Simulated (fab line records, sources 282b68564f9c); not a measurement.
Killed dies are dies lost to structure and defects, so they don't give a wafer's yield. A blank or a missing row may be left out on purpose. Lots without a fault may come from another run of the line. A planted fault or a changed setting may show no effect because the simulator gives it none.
Split-lot experiment | flow rit_cmos | 5 lots, 23 wafers read, on a route of 202 steps

THE SPLIT
At RIT_PSD_IMPLANT_08, the setting energy_kev was moved away from the recipe's 27 on 11 of the 23 wafers read, by -2.7% to +5.6%. The other wafers ran this setting at the recipe's value.

FROM THE SPLIT TO THE READING: what the file shows between them, 6 steps
- RIT_PSD_STRIP_09: strips in O2, time 180 s
- RIT_PSD_TW_MEAS_10
- RIT_SDANNEAL_CLEAN_00: cleans in SC1, time 600 s (also split here: time_s)
- RIT_SDANNEAL_CLEAN_01: cleans in dHF, time 30 s
- RIT_SDANNEAL_CLEAN_02: cleans in SC2, time 600 s
- RIT_SDANNEAL_RTA_03: time 5.234 s

THE READING
PSD_RS, in ohm/sq, at RIT_SDANNEAL_RS_MEAS_04 (measures by four-point-probe). Fault-free wafers of this fab line usually give 115.38 ohm/sq, standard deviation 0.28 ohm/sq.

wafer  | tool, chamber at the split | energy_kev as run | against the recipe | PSD_RS, ohm/sq | against lot-mates on the recipe
L074.1 | implanter-04, 0            | 27                | recipe             | 115.38         | -
L074.3 | implanter-04, 0            | 27                | recipe             | 115.56         | -
L074.4 | implanter-04, 0            | 26.32             | -2.5%              | 117.20         | +1.73
L074.5 | implanter-04, 0            | 26.32             | -2.5%              | 117.01         | +1.54
L074.6 | implanter-04, 0            | 26.32             | -2.5%              | 117.27         | +1.80
L078.3 | implanter-01, 0            | 27                | recipe             | 115.47         | -
L078.4 | implanter-01, 0            | 27                | recipe             | 115.52         | -
L078.5 | implanter-01, 0            | 27                | recipe             | 115.39         | -
L079.1 | implanter-03, 0            | 27.42             | +1.6%              | 114.18         | -1.01
L079.2 | implanter-03, 0            | 27                | recipe             | 115.32         | -
L079.3 | implanter-03, 0            | 27.42             | +1.6%              | 114.84         | -0.35
L079.4 | implanter-03, 0            | 27                | recipe             | 115.06         | -
L079.5 | implanter-03, 0            | 27.42             | +1.6%              | 114.42         | -0.77
L081.1 | implanter-03, 0            | 27                | recipe             | 114.87         | -
L081.3 | implanter-03, 0            | 28.5              | +5.6%              | 112.16         | -2.94
L081.4 | implanter-03, 0            | 27                | recipe             | 115.33         | -
L081.5 | implanter-03, 0            | 28.5              | +5.6%              | 112.05         | -3.05
L081.6 | implanter-03, 0            | 28.5              | +5.6%              | 112.16         | -2.94
L082.1 | implanter-01, 0            | 27                | recipe             | 115.47         | -
L082.3 | implanter-01, 0            | 26.27             | -2.7%              | 117.35         | +1.75
L082.4 | implanter-01, 0            | 27                | recipe             | 115.51         | -
L082.5 | implanter-01, 0            | 26.27             | -2.7%              | 117.09         | +1.49
L082.6 | implanter-01, 0            | 27                | recipe             | 115.82         | -

THE FIT
A straight line over all 23 wafers: PSD_RS changes by -0.618 ohm/sq for each +1% of energy_kev; r = -0.99; the points scatter about the line by 0.23 ohm/sq.
The same after taking each lot's own level away (the mean of its wafers on the recipe; 23 wafers): -0.563 ohm/sq for each +1%; r = -0.99; scatter 0.19 ohm/sq.
On that fit, the largest move of energy_kev shifts the reading by 3.1 ohm/sq.
The lots' own levels span 115.100 to 115.600 ohm/sq, that is 1.8 times the standard deviation above.
So the lot-to-lot level changes the slope little: the two slopes agree.
Check: with one of the wafers moved furthest among these (+5.6%) left out of the fit, the line predicts -3.08 ohm/sq for it against its lot-mates. It came out at -2.94 ohm/sq against them.

OTHER SPLITS ON THESE WAFERS
These wafers also went through other splits before the reading. Each is held against what the fit with the lots' levels taken away leaves over:
other split on the same wafers | wafers away from the commonest value | r with PSD_RS (lot level and that fit taken away)
RIT_NLDD_COAT_01 spin_rpm      | 9                                    | +0.29
RIT_NLDD_HARDBAKE_07 temp_c    | 5                                    | +0.19
RIT_SDANNEAL_CLEAN_00 time_s   | 15                                   | +0.22

THE WHOLE CHAIN: every reading that the file lists as answering this split, in the file's order
step                    | what it does                 | reading                                                         | change (the file's fit)                | r (the file's)
RIT_PSD_IMPLANT_08      |                              | implant.rp_nm (the simulator's own value, which no gauge read)  | +0.174 nm for each +1% of the setting  | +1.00
RIT_PSD_IMPLANT_08      |                              | implant.drp_nm (the simulator's own value, which no gauge read) | +0.0844 nm for each +1% of the setting | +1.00
RIT_PSD_TW_MEAS_10      |                              | PSD_TW                                                          | +8.39 for each +1% of the setting      | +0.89
RIT_SDANNEAL_RS_MEAS_04 | measures by four-point-probe | PSD_RS                                                          | -0.56 for each +1% of the setting      | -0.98

THE FILE'S OWN FIT
PSD_RS changes by -0.56 ohm/sq for each +1% of energy_kev, r = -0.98.
